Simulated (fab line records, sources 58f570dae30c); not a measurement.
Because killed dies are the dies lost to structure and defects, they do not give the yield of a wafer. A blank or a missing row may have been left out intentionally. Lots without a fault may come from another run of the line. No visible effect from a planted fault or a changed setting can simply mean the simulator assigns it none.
A sampling plan put to the test	flow berkeley_cmos170	one line in one fab, 19 faults in these records, each fault weighed on the records of the lots it struck
Plan = the line's own looks (route steps where a gauge or an inspection reads the wafer without altering it). A look is open to judgement when struck wafers have a number at it and the file gives its usual mean and standard deviation on fault-free wafers. Caught: the struck wafers' mean, at a look after the fault's first step, is 4 or more of those standard deviations (sigma) away from the usual mean. On the tool: here the same test is run on the tool's own readings at the fault's steps. Also counted as caught: the struck wafers showing another recipe, or a record that is empty for them alone.

THE FAULTS, as the simulator had put them in
1. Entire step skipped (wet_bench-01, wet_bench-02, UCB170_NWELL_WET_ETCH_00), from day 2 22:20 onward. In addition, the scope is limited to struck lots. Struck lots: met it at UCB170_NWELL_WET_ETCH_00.
2. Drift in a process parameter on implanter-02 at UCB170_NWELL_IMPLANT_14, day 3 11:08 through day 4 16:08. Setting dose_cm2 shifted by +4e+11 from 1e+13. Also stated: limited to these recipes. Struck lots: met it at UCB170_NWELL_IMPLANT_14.
3. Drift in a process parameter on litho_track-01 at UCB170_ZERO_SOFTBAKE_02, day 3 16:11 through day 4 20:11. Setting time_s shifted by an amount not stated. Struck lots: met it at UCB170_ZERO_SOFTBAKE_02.
4. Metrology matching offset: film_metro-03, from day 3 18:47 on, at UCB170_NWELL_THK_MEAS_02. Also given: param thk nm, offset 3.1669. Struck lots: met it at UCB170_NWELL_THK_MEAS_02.
5. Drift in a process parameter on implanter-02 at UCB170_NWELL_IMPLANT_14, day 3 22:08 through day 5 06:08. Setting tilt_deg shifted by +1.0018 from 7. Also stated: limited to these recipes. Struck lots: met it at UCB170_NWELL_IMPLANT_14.
6. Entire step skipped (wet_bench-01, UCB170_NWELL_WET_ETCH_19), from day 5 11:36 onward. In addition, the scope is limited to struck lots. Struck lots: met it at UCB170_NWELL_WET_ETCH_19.
7. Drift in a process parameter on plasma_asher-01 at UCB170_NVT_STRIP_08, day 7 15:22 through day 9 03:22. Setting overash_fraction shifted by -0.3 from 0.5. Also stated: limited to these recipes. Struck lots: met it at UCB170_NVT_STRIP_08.
8. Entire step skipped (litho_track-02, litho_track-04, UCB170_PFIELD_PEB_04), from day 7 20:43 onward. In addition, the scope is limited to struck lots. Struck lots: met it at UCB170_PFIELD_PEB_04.
9. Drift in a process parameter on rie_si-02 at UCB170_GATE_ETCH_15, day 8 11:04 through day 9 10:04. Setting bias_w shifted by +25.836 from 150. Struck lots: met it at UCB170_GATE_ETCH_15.
10. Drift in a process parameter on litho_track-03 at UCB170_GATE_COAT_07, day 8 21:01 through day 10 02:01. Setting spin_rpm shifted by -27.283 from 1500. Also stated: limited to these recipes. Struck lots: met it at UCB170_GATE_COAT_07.
11. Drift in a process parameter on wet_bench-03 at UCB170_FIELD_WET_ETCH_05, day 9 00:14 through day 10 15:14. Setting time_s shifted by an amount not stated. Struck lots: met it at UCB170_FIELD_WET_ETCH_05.
12. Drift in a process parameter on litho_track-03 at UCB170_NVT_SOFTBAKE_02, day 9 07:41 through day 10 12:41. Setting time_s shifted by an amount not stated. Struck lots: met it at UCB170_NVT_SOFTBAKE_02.
13. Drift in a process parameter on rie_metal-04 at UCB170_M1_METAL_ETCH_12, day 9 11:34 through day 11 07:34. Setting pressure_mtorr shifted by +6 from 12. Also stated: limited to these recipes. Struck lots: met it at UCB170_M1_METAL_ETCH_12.
14. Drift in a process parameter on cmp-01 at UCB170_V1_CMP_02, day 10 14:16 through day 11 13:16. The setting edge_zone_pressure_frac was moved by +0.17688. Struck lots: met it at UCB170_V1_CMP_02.
15. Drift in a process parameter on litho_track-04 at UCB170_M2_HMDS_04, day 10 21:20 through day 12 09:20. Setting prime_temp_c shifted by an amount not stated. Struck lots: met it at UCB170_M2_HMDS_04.
16. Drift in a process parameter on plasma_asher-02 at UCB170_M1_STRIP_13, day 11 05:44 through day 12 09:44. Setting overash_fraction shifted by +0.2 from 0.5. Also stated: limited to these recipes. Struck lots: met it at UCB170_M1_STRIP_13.
17. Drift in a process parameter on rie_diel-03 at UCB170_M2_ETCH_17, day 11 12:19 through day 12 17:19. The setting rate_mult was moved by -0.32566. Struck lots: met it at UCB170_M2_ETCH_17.
18. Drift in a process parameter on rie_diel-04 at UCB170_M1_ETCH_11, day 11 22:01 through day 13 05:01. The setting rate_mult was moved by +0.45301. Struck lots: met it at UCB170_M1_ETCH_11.
19. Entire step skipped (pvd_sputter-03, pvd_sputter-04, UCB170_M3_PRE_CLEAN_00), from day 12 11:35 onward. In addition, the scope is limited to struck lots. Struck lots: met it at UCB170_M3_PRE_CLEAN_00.

WHAT THE PLAN SAW
fault	on the tool itself	first look that catches it	reading, sigma	median hours from its first step to that look	hours from the fault's start to the first struck lot there	judged looks passed uncaught
1	the tool's record is blank for the struck wafers	not the one look that can be judged after it	-	-	-	1
2	dose_ions_cm2 +34 sigma	no look after it can be judged	-	-	-	0
3	heater_power_total_W +63 sigma	not the one look that can be judged after it	-	-	-	1
4	NWELL_OXIDE_THK +6.3 sigma	no look after it can be judged	-	-	-	0
5	tilt_deg +51 sigma	none of the 3 looks that can be judged after it	-	-	-	3
6	the tool's record is blank for the struck wafers	none of the 2 looks that can be judged after it	-	-	-	2
7	oes_product_au +28 sigma	not the one look that can be judged after it	-	-	-	1
8	the tool's record is blank for the struck wafers	none of the 2 looks that can be judged after it	-	-	-	2
9	bias_w +57 sigma	none of the 2 looks that can be judged after it	-	-	-	2
10	spin_speed_rpm -33 sigma	none of the 2 looks that can be judged after it	-	-	-	2
11	run_length_s +99 or beyond sigma	no look after it can be judged	-	-	-	0
12	heater_power_total_W +77 sigma	no look after it can be judged	-	-	-	0
13	chamber_pressure_mTorr +99 or beyond sigma	none of the 2 looks that can be judged after it	-	-	-	2
14	edge_zone_pressure_frac +40 sigma	not the one look that can be judged after it	-	-	-	1
15	prime_temp_c -17 sigma	no look after it can be judged	-	-	-	0
16	oes_product_au -12 sigma	no look after it can be judged	-	-	-	0
17	oes_product_au -10 sigma	no look after it can be judged	-	-	-	0
18	oes_product_au +19 sigma	not the one look that can be judged after it	-	-	-	1
19	the tool's record is blank for the struck wafers	no look after it can be judged	-	-	-	0
A dash: the fault isn't caught, or these records don't give the number.

Caught at a look: 0 of 19. Caught on the tool: 19 of 19. By one or the other: 19 of 19.
Faults caught by the tool alone: 1, 2, 3, 4, 5, 6, 7, 8, 9, 10, 11, 12, 13, 14, 15, 16, 17, 18, 19.
